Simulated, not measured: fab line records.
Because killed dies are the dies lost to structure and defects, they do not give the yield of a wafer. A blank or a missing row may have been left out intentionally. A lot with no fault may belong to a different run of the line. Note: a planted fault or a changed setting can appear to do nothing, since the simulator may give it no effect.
Which tool is to blame? :: flow rit_cmos :: 15 lots with 45 wafers sampled at 2 steps, on a route of 202 steps

## WHAT THE GAUGES READ, wafer by wafer
RIT_ACTIVE_THK_MEAS_02.
lot: L299
measured: day 1 14:24
on: film_metro-02
ACTIVE_OXIDE_THK (nm): 45.5 46.5 46.0

lot: L300
measured: day 1 22:40
on: film_metro-03
ACTIVE_OXIDE_THK (nm): 46.8 47.0 46.9

lot: L301
measured: day 1 22:40
on: film_metro-02
ACTIVE_OXIDE_THK (nm): 46.0 46.4 47.1

lot: L302
measured: day 2 03:25
on: film_metro-03
ACTIVE_OXIDE_THK (nm): 45.7 46.4 46.7

lot: L304
measured: day 2 13:03
on: film_metro-04
ACTIVE_OXIDE_THK (nm): 47.9 47.7 47.3

lot: L305
measured: day 2 18:03
on: film_metro-03
ACTIVE_OXIDE_THK (nm): 46.8 47.4 47.3

lot: L308
measured: day 3 09:56
on: film_metro-04
ACTIVE_OXIDE_THK (nm): 60.9 60.8 60.7

lot: L310
measured: day 3 21:47
on: film_metro-03
ACTIVE_OXIDE_THK (nm): 60.3 60.1 61.0

lot: L311
measured: day 4 00:03
on: film_metro-04
ACTIVE_OXIDE_THK (nm): 47.1 47.6 46.8

lot: L313
measured: day 4 11:04
on: film_metro-03
ACTIVE_OXIDE_THK (nm): 61.5 61.0 60.8

lot: L318
measured: day 5 12:27
on: film_metro-02
ACTIVE_OXIDE_THK (nm): 46.1 46.3 46.3

lot: L319
measured: day 5 16:04
on: film_metro-03
ACTIVE_OXIDE_THK (nm): 47.0 47.4 46.8

lot: L320
measured: day 5 21:39
on: film_metro-02
ACTIVE_OXIDE_THK (nm): 45.6 46.3 46.2

lot: L321
measured: day 6 02:04
on: film_metro-02
ACTIVE_OXIDE_THK (nm): 47.6 47.3 47.0

lot: L322
measured: day 6 08:44
on: film_metro-03
ACTIVE_OXIDE_THK (nm): 46.9 45.5 45.8

## EACH LOT AND THE TOOL THAT RAN IT (in order: tool; ch and the chambers of the sampled wafers; start)
lot: L299
RIT_ACTIVE_OXIDATION_01: furnace-03 ch 0, day 1 12:28

lot: L300
RIT_ACTIVE_OXIDATION_01: furnace-01 ch 0, day 1 20:44

lot: L301
RIT_ACTIVE_OXIDATION_01: furnace-01 ch 0, day 1 20:44

lot: L302
RIT_ACTIVE_OXIDATION_01: furnace-03 ch 0, day 2 01:26

lot: L304
RIT_ACTIVE_OXIDATION_01: furnace-01 ch 0, day 2 11:07

lot: L305
RIT_ACTIVE_OXIDATION_01: furnace-01 ch 0, day 2 16:07

lot: L308
RIT_ACTIVE_OXIDATION_01: furnace-01 ch 0, day 3 08:01

lot: L310
RIT_ACTIVE_OXIDATION_01: furnace-01 ch 0, day 3 19:49

lot: L311
RIT_ACTIVE_OXIDATION_01: furnace-03 ch 0, day 3 22:07

lot: L313
RIT_ACTIVE_OXIDATION_01: furnace-01 ch 0, day 4 09:08

lot: L318
RIT_ACTIVE_OXIDATION_01: furnace-04 ch 0, day 5 10:31

lot: L319
RIT_ACTIVE_OXIDATION_01: furnace-04 ch 0, day 5 14:07

lot: L320
RIT_ACTIVE_OXIDATION_01: furnace-03 ch 0, day 5 19:43

lot: L321
RIT_ACTIVE_OXIDATION_01: furnace-04 ch 0, day 6 00:07

lot: L322
RIT_ACTIVE_OXIDATION_01: furnace-03 ch 0, day 6 06:48
- RIT_ACTIVE_OXIDATION_01: target thk 46.8 nm, ox time 3360 s.

## AS READ BY THE TOOLS THEMSELVES (means over the sampled wafers that have a number; for cases with no such wafer, the mark the record gives instead)
RIT_ACTIVE_OXIDATION_01.
lot: L299
tool: furnace-03
zone_power_load_pct (%): 35.0
zone_power_source_pct (%): 33.4

lot: L300
tool: furnace-01
zone_power_load_pct (%): 33.4
zone_power_source_pct (%): 34.8

lot: L301
tool: furnace-01
zone_power_load_pct (%): 33.6
zone_power_source_pct (%): 34.1

lot: L302
tool: furnace-03
zone_power_load_pct (%): 34.8
zone_power_source_pct (%): 33.4

lot: L304
tool: furnace-01
zone_power_load_pct (%): 33.5
zone_power_source_pct (%): 34.8

lot: L305
tool: furnace-01
zone_power_load_pct (%): 33.4
zone_power_source_pct (%): 34.7

lot: L308
tool: furnace-01
zone_power_load_pct (%): 33.6
zone_power_source_pct (%): 34.8

lot: L310
tool: furnace-01
zone_power_load_pct (%): 33.8
zone_power_source_pct (%): 34.9

lot: L311
tool: furnace-03
zone_power_load_pct (%): 34.8
zone_power_source_pct (%): 33.2

lot: L313
tool: furnace-01
zone_power_load_pct (%): 33.4
zone_power_source_pct (%): 34.8

lot: L318
tool: furnace-04
zone_power_load_pct (%): 35.3
zone_power_source_pct (%): 33.8

lot: L319
tool: furnace-04
zone_power_load_pct (%): 35.3
zone_power_source_pct (%): 33.5

lot: L320
tool: furnace-03
zone_power_load_pct (%): 34.8
zone_power_source_pct (%): 33.7

lot: L321
tool: furnace-04
zone_power_load_pct (%): 35.0
zone_power_source_pct (%): 33.7

lot: L322
tool: furnace-03
zone_power_load_pct (%): 35.0
zone_power_source_pct (%): 33.5

## THE ANSWER, worked out from the rows above alone
Rule: usual is defined by the lots themselves. Put in order of their means at a reading, lots are off if they are a third of the lots or fewer, leave a main group of 4 or more, and stand apart from it by a gap of 3 or more times the standard deviation of the main group's means; of several such gaps the widest counts. The tables above print the reading to a certain number of digits; a main group whose means all agree to those digits is not used. A lot without any number at a reading at which 4 lots or more have one is off too. Any other lot the step has rows for is counted as sound. Order of review: gauges by route order, followed by the tools' own readings, for which a lot's mean as printed above is used. At the first step where some lot is off, the reading lying furthest off is the one used; lots without a number count as furthest.
Off: L308, L310, L313, at RIT_ACTIVE_THK_MEAS_02 (ACTIVE_OXIDE_THK). The main group: mean 46.7 nm, standard deviation 0.55.
A tool fits if, at a process step before that reading, it ran every lot that is off, and no sound lot after the first of them. The gauges at RIT_ACTIVE_THK_MEAS_02 are tried like those tools. One fits: RIT_ACTIVE_OXIDATION_01 on furnace-01. Its last sound lot is L305 (day 2 16:07), its first lot that is off L308 (day 3 08:01): a fault that began between those two fits.

## WHAT THE SIMULATOR HAD INSERTED
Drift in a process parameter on furnace-01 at RIT_ACTIVE_OXIDATION_01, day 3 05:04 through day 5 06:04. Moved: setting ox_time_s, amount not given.
Shown lots that were struck: L308, L310, L313. This agrees with what the rule above found.
